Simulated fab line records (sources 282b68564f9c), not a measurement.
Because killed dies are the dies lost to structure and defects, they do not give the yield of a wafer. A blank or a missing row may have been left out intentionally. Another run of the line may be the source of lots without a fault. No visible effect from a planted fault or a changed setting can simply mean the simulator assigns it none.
Which tool was responsible? | flow ritCmos | 14 lots with 42 wafers sampled at 2 steps, on a route of 202 steps

== WHAT THE GAUGES READ, wafer by wafer ==
RIT_ACTIVE_THK_MEAS_02. Usual: ACTIVE_OXIDE_THK 46.6 nm, standard deviation 1.
lot  | measured    | on           | ACTIVE_OXIDE_THK (nm) | flag
L519 | day 1 12:11 | filmMetro-03 | 45.7 45.0 45.9        | 
L520 | day 1 17:04 | filmMetro-04 | 48.5 48.1 48.5        | 
L522 | day 2 04:13 | filmMetro-03 | 49.0 48.3 46.9        | 
L524 | day 2 13:56 | filmMetro-03 | 48.2 47.6 46.9        | 
L525 | day 2 18:04 | filmMetro-02 | 46.8 46.5 46.0        | 
L527 | day 3 06:05 | filmMetro-02 | 45.4 44.8 45.1        | 
L529 | day 3 14:26 | filmMetro-03 | 45.7 44.9 44.9        | 
L530 | day 3 20:21 | filmMetro-02 | 47.1 48.1 47.7        | 
L531 | day 4 00:41 | filmMetro-04 | 47.2 46.7 46.2        | 
L532 | day 4 05:03 | filmMetro-03 | 46.8 47.2 47.6        | 
L533 | day 4 13:24 | filmMetro-03 | 47.4 47.4 46.7        | 
L535 | day 4 20:03 | filmMetro-03 | 47.2 47.1 46.6        | 
L541 | day 6 05:11 | filmMetro-03 | 31.7 32.8 31.8        | OFF
L542 | day 6 10:49 | filmMetro-02 | 32.7 33.0 32.9        | OFF

== TOOL THAT RAN EACH LOT (tool first, then ch and the chambers of the sampled wafers, then the start) ==
lot  | RIT_ACTIVE_OXIDATION_01
L519 | furnace-01 ch 0, day 1 10:15
L520 | furnace-03 ch 0, day 1 15:07
L522 | furnace-03 ch 0, day 2 02:16
L524 | furnace-03 ch 0, day 2 12:01
L525 | furnace-04 ch 0, day 2 16:07
L527 | furnace-04 ch 0, day 3 04:08
L529 | furnace-04 ch 0, day 3 12:29
L530 | furnace-01 ch 0, day 3 18:25
L531 | furnace-01 ch 0, day 3 22:44
L532 | furnace-03 ch 0, day 4 03:07
L533 | furnace-03 ch 0, day 4 11:27
L535 | furnace-03 ch 0, day 4 18:07
L541 | furnace-01 ch 0, day 6 03:14
L542 | furnace-01 ch 0, day 6 08:53
- RIT_ACTIVE_OXIDATION_01: target thk 46.8 nm, ox time 3360 s.

== WHAT THE TOOLS THEMSELVES READ (means of the sampled wafers that have a number; where no wafer has one, the mark that the record gives instead) ==
RIT_ACTIVE_OXIDATION_01. Usual: spikeTcCentreC 1002.0 C, standard deviation 1.5; spikeTcLoadC 1024.3 C, standard deviation 3; spikeTcSourceC 1024.4 C, standard deviation 1.7; tubeCenterTempC 999.98 C, standard deviation 0.084; tube_center_temp_C_max 1002.6, standard deviation 0.45; zonePowerCentrePct 45.6 %, standard deviation 0.55; zonePowerLoadPct 35.3 %, standard deviation 0.69.
lot  | tool       | spikeTcCentreC (C) | spikeTcLoadC (C) | spikeTcSourceC (C) | tubeCenterTempC (C) | tube_center_temp_C_max | zonePowerCentrePct (%) | zonePowerLoadPct (%) | flag
L519 | furnace-01 | 1001.4             | 1027.6           | 1025.6             | 999.97              | 1002.4                 | 45.2                   | 34.3                 | 
L520 | furnace-03 | 1001.7             | 1023.9           | 1024.6             | 1000.03             | 1002.8                 | 45.2                   | 35.5                 | 
L522 | furnace-03 | 1003.3             | 1024.3           | 1024.1             | 999.86              | 1002.5                 | 45.5                   | 35.7                 | 
L524 | furnace-03 | 1002.1             | 1023.6           | 1023.3             | 1000.00             | 1002.8                 | 45.3                   | 36.2                 | 
L525 | furnace-04 | 1000.7             | 1021.6           | 1022.8             | 999.95              | 1002.6                 | 46.2                   | 35.3                 | 
L527 | furnace-04 | 1001.5             | 1021.1           | 1023.8             | 999.99              | 1002.6                 | 46.3                   | 35.7                 | 
L529 | furnace-04 | 1000.8             | 1019.8           | 1021.7             | 1000.01             | 1002.5                 | 45.6                   | 35.5                 | 
L530 | furnace-01 | 1003.4             | 1028.6           | 1025.8             | 999.95              | 1002.5                 | 45.7                   | 34.5                 | 
L531 | furnace-01 | 1002.3             | 1028.4           | 1027.1             | 999.94              | 1002.5                 | 45.4                   | 34.3                 | 
L532 | furnace-03 | 1004.0             | 1023.5           | 1024.5             | 999.99              | 1002.7                 | 45.0                   | 35.6                 | 
L533 | furnace-03 | 1003.7             | 1024.2           | 1025.2             | 999.92              | 1002.3                 | 45.5                   | 35.6                 | 
L535 | furnace-03 | 1004.2             | 1024.2           | 1025.2             | 999.96              | 1002.1                 | 45.3                   | 35.5                 | 
L541 | furnace-01 | 963.1              | 988.0            | 985.8              | 959.94              | 962.6                  | 43.5                   | 31.3                 | OFF
L542 | furnace-01 | 962.6              | 987.7            | 985.7              | 959.93              | 962.8                  | 43.3                   | 31.3                 | OFF

== THE ANSWER, worked out from the rows above alone ==
Rule: take the mean of a lot's wafers that have a number; if it is more than 3 standard deviations from the usual mean, the lot is off. A lot without any number at a reading at which 4 lots or more have one is off too. All remaining lots with rows at the step are treated as sound. The gauges are gone through in route order, then the tools' own readings, and for those a lot's mean is taken as printed above. The first step at which some lot is off is used, and at that step the reading that is off furthest; a lot without a number counts as furthest.
Off: L541, L542, seen at RIT_ACTIVE_THK_MEAS_02 (ACTIVE_OXIDE_THK).
If a tool, at a process step before that reading, ran all the lots that are off and no sound lot after the first of them, it fits. Not tried: the gauges at RIT_ACTIVE_THK_MEAS_02; whatever is off there is also off at RIT_ACTIVE_OXIDATION_01, on other tools, and gauge error can't account for it. One fits: RIT_ACTIVE_OXIDATION_01 on furnace-01. Its last sound lot is L531 (day 3 22:44), its first lot that is off L541 (day 6 03:14): a fault that began between those two fits.
The tool's own readings at RIT_ACTIVE_OXIDATION_01 bear it out: on the lots that are off they differ by more than 5 times the standard deviation of the sound lots' means. spikeTcCentreC reads 962.9 C there against 1002.4 C on the sound lots; spikeTcLoadC reads 987.9 C there against 1024.2 C on the sound lots; spikeTcSourceC reads 985.8 C there against 1024.5 C on the sound lots; tubeCenterTempC reads 959.93 C there against 999.96 C on the sound lots; tube_center_temp_C_max reads 962.7 there against 1002.5 on the sound lots; zonePowerCentrePct reads 43.4 % there against 45.5 % on the sound lots; zonePowerLoadPct reads 31.3 % there against 35.3 % on the sound lots.

== WHAT HAD BEEN PUT IN BY THE SIMULATOR ==
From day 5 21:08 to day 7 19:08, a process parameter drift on furnace-01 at RIT_ACTIVE_OXIDATION_01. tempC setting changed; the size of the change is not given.
Shown lots that were struck: L541, L542. The rule above found the same.
